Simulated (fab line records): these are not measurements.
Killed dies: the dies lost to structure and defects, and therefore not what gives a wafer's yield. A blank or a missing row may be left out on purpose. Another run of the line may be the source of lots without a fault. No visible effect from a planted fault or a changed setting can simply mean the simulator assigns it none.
A struck lot beside a sound one / flow rit_cmos / 43 steps out of a route of 202
Sound: these wafers, L675.1, L675.3, L675.5. Struck: wafers L687.3, L687.4, L687.6. The cause is given at the end.
For every step that has rows: the tool of each side, followed by ch and its chambers, followed by its first start. Under that, the readings that differ: sound wafers / struck wafers / difference of the means / sigmas: that difference in standard deviations of wafers without a fault.
alike: same words and numbers on both sides, and readings whose means sit less than 2 such deviations apart. not compared: any withheld reading, any reading some wafer has no value for, any bound like >300 that may hide the same value, and any number with overlapping values for which the record gives no deviation.
Wherever a step has rows on one side only, a row that says differs or no value, or a row with sigmas, the two part there. Non-overlapping numbers with no deviation appear without sigmas and do not part them. A reading that every wafer of one side lacks parts them only if that side has two wafers or more.

RIT_ACTIVE_ETCH_13: etches Si3N4 in SF6, stops on SiO2, time 210 s, target depth 210 nm.
  sound on rie_diel-01 ch 0,1, day 1 15:14; struck on rie_diel-02 ch 0,1,3, day 4 04:41
  alike: SF6_flow_sccm, drypump_motor_current_A, oes_product_au, throttle_valve_pct
  not compared: rf_hours_counter_h
RIT_ACTIVE_STRIP_14: strips in O2, time 180 s.
  sound on plasma_asher-03 ch 1, day 1 15:23; struck on plasma_asher-01 ch 0,1, day 4 04:52
  alike: drypump_motor_current_A
  not compared: rf_hours_counter_h
RIT_ACTIVE_CD_MEAS_90: the cd target is 1400 nm.
  sound on cd_sem-01, day 1 15:33; struck on cd_sem-02, day 4 05:02
  alike: cd_nm
then, 4 steps without rows for these wafers: RIT_ACTIVE_CLEAN_15 (cleans in SC1, time 600 s); RIT_ACTIVE_CLEAN_16 (cleans in dHF, time 30 s); RIT_ACTIVE_CLEAN_17 (cleans in SC2, time 600 s); RIT_FOX1_OXIDATION_00 (target thk 350.7 nm, ox time 1130 s).
RIT_FOX1_THK_MEAS_01:
  sound on film_metro-02, day 1 18:52; struck on film_metro-02, day 4 06:49
  alike: FOX1_OXIDE_THK
then, 2 steps without rows for these wafers: RIT_FOX1_WET_ETCH_02 (etches SiO2 in BOE, target depth 350 nm, time 390 s); RIT_FOX2_OXIDATION_00 (target thk 350.7 nm, ox time 1130 s).
RIT_FOX2_THK_MEAS_01:
  sound on film_metro-04, day 1 21:22; struck on film_metro-03, day 4 08:18
  alike: FOX2_OXIDE_THK
then, 1 step without rows for these wafers: RIT_FOX2_CLEAN_02 (cleans in dHF, time 180 s).
RIT_FOX2_WET_ETCH_03: etches Si3N4 in H3PO4, target depth 195 nm, time 2700 s.
  sound on wet_bench-03 ch 3, day 1 21:29; struck on wet_bench-02 ch 0, day 4 08:24
  alike: temp_c
RIT_FOX2_THK_MEAS_90:
  sound on film_metro-03, day 1 22:15; struck on film_metro-02, day 4 09:11
  alike: FIELD_OXIDE_LEFT_1_THK
then, 6 steps without rows for these wafers: RIT_NWELL_HMDS_00 (prime time 60 s); RIT_NWELL_COAT_01 (resist thk 1300 nm); RIT_NWELL_SOFTBAKE_02 (time 60 s); RIT_NWELL_EXPOSE_03 (exposes mask M2, target cd 43900 nm); RIT_NWELL_PEB_04; RIT_NWELL_DEVELOP_05 (develop time 68 s).
RIT_NWELL_OVL_MEAS_06:
  sound on overlay-02, day 1 23:19; struck on overlay-02, day 4 10:07
  alike: NWELL_OVL
then, 2 steps without rows for these wafers: RIT_NWELL_HARDBAKE_07 (time 120 s); RIT_NWELL_IMPLANT_08.
RIT_NWELL_STRIP_09: strips in O2, time 180 s.
  sound on plasma_asher-03 ch 1, day 1 23:45; struck on plasma_asher-03 ch 0,1, day 4 10:35
  alike: drypump_motor_current_A
  not compared: rf_hours_counter_h
RIT_NWELL_TW_MEAS_10:
  sound on film_metro-03, day 1 23:55; struck on film_metro-04, day 4 10:44
  alike: NWELL_TW
then, 6 steps without rows for these wafers: RIT_PWELL_HMDS_00 (prime time 60 s); RIT_PWELL_COAT_01 (resist thk 1300 nm); RIT_PWELL_SOFTBAKE_02 (time 59.02 s); RIT_PWELL_EXPOSE_03 (exposes mask M3, target cd 43700 nm); RIT_PWELL_PEB_04; RIT_PWELL_DEVELOP_05 (develop time 68 s).
RIT_PWELL_OVL_MEAS_06:
  sound on overlay-02, day 2 01:07; struck on overlay-02, day 4 11:47
  alike: PWELL_OVL
then, 2 steps without rows for these wafers: RIT_PWELL_HARDBAKE_07 (time 120 s); RIT_PWELL_IMPLANT_08.
RIT_PWELL_STRIP_09: strips in O2, time 180 s.
  sound on plasma_asher-01 ch 0,1, day 2 01:33; struck on plasma_asher-02 ch 0,1, day 4 12:16
  alike: drypump_motor_current_A
  not compared: rf_hours_counter_h
RIT_PWELL_TW_MEAS_10:
  sound on film_metro-01, day 2 01:43; struck on film_metro-01, day 4 12:25
  alike: PWELL_TW
then, 1 step without rows for these wafers: RIT_WELLDRIVE_ANNEAL_00 (time 14700 s).
RIT_WELLDRIVE_RS_MEAS_01: the measuring method here is four-point-probe.
  sound on film_metro-03, day 2 06:52; struck on film_metro-04, day 4 17:56
  alike: NWELL_RS
RIT_WELLDRIVE_RS_MEAS_02: the measuring method here is four-point-probe.
  sound on film_metro-03, day 2 06:59; struck on film_metro-04, day 4 18:03
  alike: PWELL_RS
then, 3 steps without rows for these wafers: RIT_NRETRO_HMDS_00 (prime time 60 s); RIT_NRETRO_COAT_01 (resist thk 1300 nm); RIT_NRETRO_SOFTBAKE_02 (time 60 s).
RIT_M1_PROBE_99:
  sound on prober-02, day 3 14:25; struck on prober-02, day 5 23:31
reading=killed_at_front_end; sound=2 4 9; struck=29 36 35; difference=+28; sigmas=+10
reading=killed_dies; sound=2 4 9; struck=29 36 36; difference=+29; sigmas=+10
  alike: killed_at_contacts, killed_open, killed_short

## WHERE THEY PART
At RIT_M1_PROBE_99 and nowhere else, as far as this record goes.

WHY: whatever the simulator had introduced
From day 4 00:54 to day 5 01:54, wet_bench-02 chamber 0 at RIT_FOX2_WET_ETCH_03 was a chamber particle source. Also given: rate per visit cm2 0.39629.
